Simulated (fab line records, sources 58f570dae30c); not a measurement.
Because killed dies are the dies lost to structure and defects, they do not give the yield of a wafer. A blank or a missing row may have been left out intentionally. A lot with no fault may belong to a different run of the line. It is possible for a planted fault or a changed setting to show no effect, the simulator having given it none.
Which of the tools did it?	flow berkeley-cmos170	14 lots, 42 wafers sampled, at 6 steps of a route of 331

WHAT THE GAUGES SHOWED, per wafer
UCB170_PVT_OVL_MEAS_06.
lot	measured	on	PVT_OVL (nm)
L586	day 6 18:07	overlay-01	7 8 7
L588	day 7 09:26	overlay-01	-9 -7 -15
L591	day 8 03:46	overlay-01	7 7 -1
L594	day 8 03:46	overlay-02	-7 -3 -10
L590	day 8 04:02	overlay-01	-2 -1 -1
L593	day 8 04:19	overlay-02	-1 -3 -1
L596	day 8 11:26	overlay-01	0 -3 -2
L598	day 9 00:08	overlay-02	2 -4 0
L600	day 9 10:07	overlay-02	12 8 13
L601	day 9 11:19	overlay-02	-6 -7 -7
L602	day 9 23:14	overlay-02	5 7 6
L603	day 10 12:28	overlay-02	-8 -11 -6
L605	day 10 13:05	overlay-01	-8 -6 -8
L604	day 10 13:37	overlay-02	-7 -9 -2

UCB170_NLDD_TW_MEAS_11.
lot	measured	on	NLDD_TW
L586	day 7 12:48	film-metro-01	2228 2228 2223
L588	day 8 05:44	film-metro-01	2224 2220 2225
L591	day 9 00:44	film-metro-03	2213 2219 2215
L594	day 9 01:51	film-metro-02	2186 2188 2167
L590	day 9 01:05	film-metro-01	2227 2231 2226
L593	day 9 01:34	film-metro-01	2234 2235 2225
L596	day 9 05:29	film-metro-03	2216 2215 2210
L598	day 9 20:37	film-metro-03	2212 2213 2214
L600	day 10 08:29	film-metro-03	2220 2209 2220
L601	day 10 08:44	film-metro-01	2234 2223 2223
L602	day 10 20:15	film-metro-01	2331 2336 2326
L603	day 11 05:17	film-metro-03	2337 2348 2344
L605	day 11 06:17	film-metro-03	2239 2228 2239
L604	day 11 06:32	film-metro-03	2227 2233 2245

UCB170_PSD_CD_MEAS_06: target cd 1200 nm.
lot	measured	on	cd-nm (nm)
L586	day 7 20:44	cd-sem-01	1200.8 1199.2 1200.8
L588	day 8 12:46	cd-sem-01	1199.9 1200.5 1200.3
L591	day 9 08:04	cd-sem-02	1199.2 1198.1 1197.3
L594	day 9 08:48	cd-sem-02	1198.6 1200.6 1199.2
L590	day 9 08:37	cd-sem-01	1200.5 1201.8 1200.6
L593	day 9 08:47	cd-sem-01	1200.3 1200.7 1200.3
L596	day 9 13:55	cd-sem-01	1198.7 1198.1 1199.0
L598	day 10 06:11	cd-sem-01	1200.1 1200.8 1199.8
L600	day 10 16:20	cd-sem-01	1197.8 1199.4 1199.5
L601	day 10 16:31	cd-sem-02	1200.0 1201.1 1200.7
L602	day 11 02:48	cd-sem-01	1200.8 1200.3 1200.2
L603	day 11 11:30	cd-sem-02	1200.4 1201.1 1200.0
L605	day 11 11:45	cd-sem-01	1199.5 1198.2 1199.9
L604	day 11 11:54	cd-sem-02	1200.5 1197.4 1199.3

UCB170_SDANNEAL_RS_MEAS_05: the measuring method here is four-point-probe.
lot	measured	on	NLDD_RS (ohm/sq)
L586	day 8 02:08	film-metro-01	614.6 614.9 616.6
L588	day 8 16:18	film-metro-02	618.1 619.0 618.9
L591	day 9 12:18	film-metro-02	614.7 614.3 615.7
L594	day 9 13:46	film-metro-01	615.7 616.9 618.0
L590	day 9 13:21	film-metro-03	614.4 615.4 616.9
L593	day 9 13:45	film-metro-02	617.4 615.0 616.6
L596	day 9 20:28	film-metro-02	616.4 617.1 617.7
L598	day 10 10:03	film-metro-02	616.7 617.2 616.3
L600	day 11 00:35	film-metro-02	614.7 615.8 615.3
L601	day 11 00:30	film-metro-01	613.7 614.0 613.6
L602	day 11 06:40	film-metro-01	538.3 539.7 539.7
L603	day 11 16:26	film-metro-03	541.4 540.6 540.4
L605	day 11 17:01	film-metro-01	614.6 616.2 614.5
L604	day 11 16:51	film-metro-02	614.7 615.9 615.7

WHAT TOOL EACH LOT RAN ON (gives the tool, then ch and the chambers of the sampled wafers, and finally the start)
lot	UCB170_NLDD_IMPLANT_08	UCB170_NLDD_STRIP_10
L586	implanter-04 ch 0, day 7 12:26	plasma-asher-01 ch 0,1, day 7 12:43
L588	implanter-01 ch 0, day 8 05:22	plasma-asher-02 ch 0,1, day 8 05:39
L591	implanter-01 ch 0, day 9 00:21	plasma-asher-01 ch 0,1, day 9 00:38
L594	implanter-04 ch 0, day 9 01:29	plasma-asher-01 ch 0,1, day 9 01:46
L590	implanter-01 ch 0, day 9 00:43	plasma-asher-01 ch 1, day 9 00:59
L593	implanter-01 ch 0, day 9 01:11	plasma-asher-02 ch 0,1, day 9 01:27
L596	implanter-01 ch 0, day 9 05:05	plasma-asher-01 ch 0,1, day 9 05:23
L598	implanter-04 ch 0, day 9 20:13	plasma-asher-02 ch 0,1, day 9 20:31
L600	implanter-01 ch 0, day 10 08:05	plasma-asher-01 ch 0,1, day 10 08:23
L601	implanter-02 ch 0, day 10 08:22	plasma-asher-04 ch 0,1, day 10 08:39
L602	implanter-01 ch 0, day 10 19:52	plasma-asher-04 ch 0,1, day 10 20:08
L603	implanter-01 ch 0, day 11 04:53	plasma-asher-02 ch 0,1, day 11 05:11
L605	implanter-04 ch 0, day 11 05:53	plasma-asher-04 ch 1, day 11 06:11
L604	implanter-02 ch 0, day 11 06:10	plasma-asher-04 ch 0,1, day 11 06:27
- UCB170_NLDD_IMPLANT_08
- UCB170_NLDD_STRIP_10: strips in O2.

AS READ BY THE TOOLS THEMSELVES (means over the sampled wafers that have a number; for cases with no such wafer, the mark the record gives instead)
UCB170_NLDD_IMPLANT_08.
lot	tool	beam-on-s (s)	faraday-current-uA
L586	implanter-04	9.92	160
L588	implanter-01	9.80	162
L591	implanter-01	9.87	161
L594	implanter-04	9.92	160
L590	implanter-01	9.98	159
L593	implanter-01	10.05	158
L596	implanter-01	10.04	158
L598	implanter-04	9.94	159
L600	implanter-01	10.00	159
L601	implanter-02	10.10	157
L602	implanter-01	14.29	111
L603	implanter-01	14.18	112
L605	implanter-04	9.95	159
L604	implanter-02	10.09	157

UCB170_NLDD_STRIP_10.
lot	tool	drypump-motor-current-A (A)	oes-product-au (a.u.)	strip-time-to-endpoint-s (s)
L586	plasma-asher-01	5.7	0.737	21.66
L588	plasma-asher-02	6.1	0.740	21.66
L591	plasma-asher-01	6.1	0.733	21.60
L594	plasma-asher-01	6.1	0.735	21.64
L590	plasma-asher-01	5.4	0.733	21.67
L593	plasma-asher-02	6.2	0.731	21.63
L596	plasma-asher-01	5.7	0.735	21.70
L598	plasma-asher-02	6.1	0.736	21.69
L600	plasma-asher-01	6.1	0.736	21.66
L601	plasma-asher-04	6.3	0.739	21.72
L602	plasma-asher-04	6.4	0.739	21.65
L603	plasma-asher-02	6.1	0.732	21.68
L605	plasma-asher-04	6.1	0.734	21.70
L604	plasma-asher-04	6.4	0.734	21.56

THE ANSWER, worked out from the rows above alone
Rule: the lots themselves supply what counts as usual. The widest of any qualifying gaps counts: lots, ordered by their means at a reading, are off when they make up no more than a third of the lots, leave a main group of 4 or more, and stand apart from it by 3 or more times the standard deviation of that group's means. A main group whose means are all the same, to the digits that the tables above print for the reading, isn't used. Also off: a lot with no number at a reading for which 4 or more lots have one. The other lots that the step has rows for count as sound. After the gauges, taken in route order, come the tools' own readings; for these a lot's mean is taken, as printed above. At the first step where some lot is off, the reading lying furthest off is the one used; lots without a number count as furthest.
Off: L602, L603, seen at UCB170_NLDD_TW_MEAS_11 (NLDD_TW). Mean 2220 and standard deviation 14 in the main group.
A tool fits if, at a process step before that reading, it ran every lot that is off, and no sound lot after the first of them. The gauges at UCB170_NLDD_TW_MEAS_11 aren't tried: what is off there is off at UCB170_NLDD_IMPLANT_08 too, on other tools, and a gauge's error can't cause that. One candidate fits, namely implanter-01 at UCB170_NLDD_IMPLANT_08. A fault onset in the window from L600 (day 10 08:05, its last sound lot) to L602 (day 10 19:52, its first lot off) fits.
The tool's own readings at UCB170_NLDD_IMPLANT_08 bear it out: on the lots that are off they differ by more than 5 times the standard deviation of the sound lots' means. beam-on-s reads 14.23 s there against 9.97 s on the sound lots; faraday-current-uA reads 112 there against 159 on the sound lots.

WHAT THE SIMULATOR HAD PUT IN
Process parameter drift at UCB170_NLDD_IMPLANT_08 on implanter-01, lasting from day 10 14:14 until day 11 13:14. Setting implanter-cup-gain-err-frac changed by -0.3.
Lots struck among those shown: L602, L603. The rule above reached the same finding.
